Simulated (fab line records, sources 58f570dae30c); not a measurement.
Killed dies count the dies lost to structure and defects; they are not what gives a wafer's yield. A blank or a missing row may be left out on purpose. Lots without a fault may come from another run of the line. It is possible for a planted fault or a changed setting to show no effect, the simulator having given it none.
What tool caused it? -- flow berkeleyCmos170 -- 13 lots with 39 wafers sampled at 4 steps, on a route of 331 steps

== WHAT THE GAUGES SHOWED, per wafer ==
UCB170_NLDD_CD_MEAS_06: the cd target is 1200 nm.
lot,measured,on,cdNm (nm)
L307,day 7 18:20,cdSem-02,1199.9 1199.6 1200.7
L309,day 7 17:28,cdSem-01,1197.6 1199.1 1198.0
L311,day 8 02:19,cdSem-01,1200.9 1201.4 1197.9
L314,day 8 17:17,cdSem-02,1200.2 1200.1 1198.8
L316,day 9 01:25,cdSem-02,1202.3 1201.0 1200.5
L318,day 9 12:08,cdSem-01,1199.8 1199.8 1199.8
L317,day 9 13:07,cdSem-02,1201.1 1200.2 1200.9
L320,day 9 22:29,cdSem-01,1200.3 1201.6 1200.8
L321,day 9 22:43,cdSem-01,1198.2 1199.3 1199.9
L326,day 11 13:41,cdSem-01,1201.0 1201.7 1200.7
L325,day 11 14:02,cdSem-01,960.5 960.4 960.4
L328,day 11 14:38,cdSem-01,1198.7 1197.4 1199.0
L329,day 11 14:53,cdSem-01,1199.8 1199.3 1198.8

== EACH LOT AND THE TOOL THAT RAN IT (in order: tool; ch and the chambers of the sampled wafers; start) ==
lot,UCB170_NWELL_STRIP_15,UCB170_PWELL_STRIP_16,UCB170_NLDD_EXPOSE_03
L307,"plasmaAsher-04 ch 0,1, day 2 15:05","plasmaAsher-01 ch 0,1, day 3 16:32","krfScanner-01 ch 0, day 7 17:17"
L309,"plasmaAsher-01 ch 0,1, day 3 02:04","plasmaAsher-02 ch 0,1, day 3 23:55","krfScanner-02 ch 0, day 7 16:52"
L311,"plasmaAsher-01 ch 0,1, day 3 14:41","plasmaAsher-01 ch 0,1, day 4 06:22","krfScanner-02 ch 0, day 8 01:13"
L314,"plasmaAsher-01 ch 0, day 4 02:20","plasmaAsher-01 ch 0,1, day 4 21:35","krfScanner-02 ch 0, day 8 16:39"
L316,"plasmaAsher-01 ch 0,1, day 4 10:23","plasmaAsher-01 ch 0,1, day 5 09:01","krfScanner-02 ch 0, day 9 00:35"
L318,"plasmaAsher-02 ch 0,1, day 4 18:53","plasmaAsher-01 ch 0,1, day 5 19:37","krfScanner-01 ch 0, day 9 11:43"
L317,"plasmaAsher-04 ch 1, day 4 19:06","plasmaAsher-01 ch 0, day 5 20:19","krfScanner-01 ch 0, day 9 12:25"
L320,"plasmaAsher-04 ch 0,1, day 5 12:28","plasmaAsher-02 ch 0,1, day 6 09:40","krfScanner-01 ch 0, day 9 22:02"
L321,"plasmaAsher-02 ch 0,1, day 5 12:29","plasmaAsher-01 ch 0,1, day 6 09:21","krfScanner-01 ch 0, day 9 22:10"
L326,"plasmaAsher-04 ch 0,1, day 6 11:25","plasmaAsher-02 ch 1, day 7 13:33","krfScanner-02 ch 0, day 11 13:13"
L325,"plasmaAsher-01 ch 0,1, day 6 11:44","plasmaAsher-01 ch 0,1, day 7 13:42","krfScanner-01 ch 0, day 11 13:35"
L328,"plasmaAsher-04 ch 0,1, day 7 01:22","plasmaAsher-01 ch 0,1, day 7 19:26","krfScanner-02 ch 0, day 11 14:14"
L329,"plasmaAsher-01 ch 0,1, day 7 01:45","plasmaAsher-02 ch 0,1, day 7 19:21","krfScanner-01 ch 0, day 11 14:30"
- UCB170_NWELL_STRIP_15: strips in O2.
- UCB170_PWELL_STRIP_16: strips in O2.
- UCB170_NLDD_EXPOSE_03: exposes mask NSELECT, target cd 1200 nm.

== AS READ BY THE TOOLS THEMSELVES (means over the sampled wafers that have a number; for cases with no such wafer, the mark the record gives instead) ==
UCB170_NWELL_STRIP_15.
lot,tool,drypumpMotorCurrentA (A),oesProductAu (a.u.),stripTimeToEndpointS (s)
L307,plasmaAsher-04,6.1,0.721,17.91
L309,plasmaAsher-01,5.2,0.726,17.99
L311,plasmaAsher-01,5.2,0.724,18.05
L314,plasmaAsher-01,5.2,0.725,18.01
L316,plasmaAsher-01,5.2,0.720,17.96
L318,plasmaAsher-02,6.3,0.717,18.03
L317,plasmaAsher-04,5.9,0.721,18.11
L320,plasmaAsher-04,6.1,0.721,18.09
L321,plasmaAsher-02,6.3,0.717,18.09
L326,plasmaAsher-04,6.0,0.719,18.01
L325,plasmaAsher-01,5.2,0.719,17.87
L328,plasmaAsher-04,6.1,0.722,18.10
L329,plasmaAsher-01,5.2,0.717,17.96

UCB170_PWELL_STRIP_16.
lot,tool,drypumpMotorCurrentA (A),oesProductAu (a.u.),stripTimeToEndpointS (s)
L307,plasmaAsher-01,5.2,0.721,18.29
L309,plasmaAsher-02,6.4,0.722,18.08
L311,plasmaAsher-01,5.1,0.722,18.14
L314,plasmaAsher-01,5.1,0.720,18.02
L316,plasmaAsher-01,5.2,0.718,18.22
L318,plasmaAsher-01,5.2,0.729,18.19
L317,plasmaAsher-01,5.2,0.720,18.13
L320,plasmaAsher-02,6.3,0.723,18.20
L321,plasmaAsher-01,5.2,0.727,18.26
L326,plasmaAsher-02,6.1,0.724,18.04
L325,plasmaAsher-01,5.2,0.721,18.22
L328,plasmaAsher-01,5.2,0.720,18.12
L329,plasmaAsher-02,6.4,0.719,18.14

UCB170_NLDD_EXPOSE_03.
lot,tool,focusOffsetNm (nm)
L307,krfScanner-01,-0.7
L309,krfScanner-02,-0.1
L311,krfScanner-02,0.1
L314,krfScanner-02,-0.0
L316,krfScanner-02,-0.4
L318,krfScanner-01,0.1
L317,krfScanner-01,-0.6
L320,krfScanner-01,-0.1
L321,krfScanner-01,-0.1
L326,krfScanner-02,0.1
L325,krfScanner-01,-0.4
L328,krfScanner-02,0.7
L329,krfScanner-01,-0.5

== THE ANSWER, worked out from the rows above alone ==
Rule: the usual values come from the lots themselves. The widest of any qualifying gaps counts: lots, ordered by their means at a reading, are off when they make up no more than a third of the lots, leave a main group of 4 or more, and stand apart from it by 3 or more times the standard deviation of that group's means. The tables above print the reading to a certain number of digits; a main group whose means all agree to those digits is not used. Also off: a lot with no number at a reading for which 4 or more lots have one. The other lots that the step has rows for count as sound. The gauges are gone through in route order, then the tools' own readings, and for those a lot's mean is taken as printed above. At the first step where some lot is off, the reading lying furthest off is the one used; lots without a number count as furthest.
Off at UCB170_NLDD_CD_MEAS_06 (cdNm): L325. Mean 1199.9 nm and standard deviation 0.97 in the main group.
A tool fits if, at a process step before that reading, it ran every lot that is off, and no sound lot after the first of them. Those tools and the gauges at UCB170_NLDD_CD_MEAS_06 are tried in the same way. Not one of the candidates tried fits.

== WHAT THE SIMULATOR HAD INSERTED ==
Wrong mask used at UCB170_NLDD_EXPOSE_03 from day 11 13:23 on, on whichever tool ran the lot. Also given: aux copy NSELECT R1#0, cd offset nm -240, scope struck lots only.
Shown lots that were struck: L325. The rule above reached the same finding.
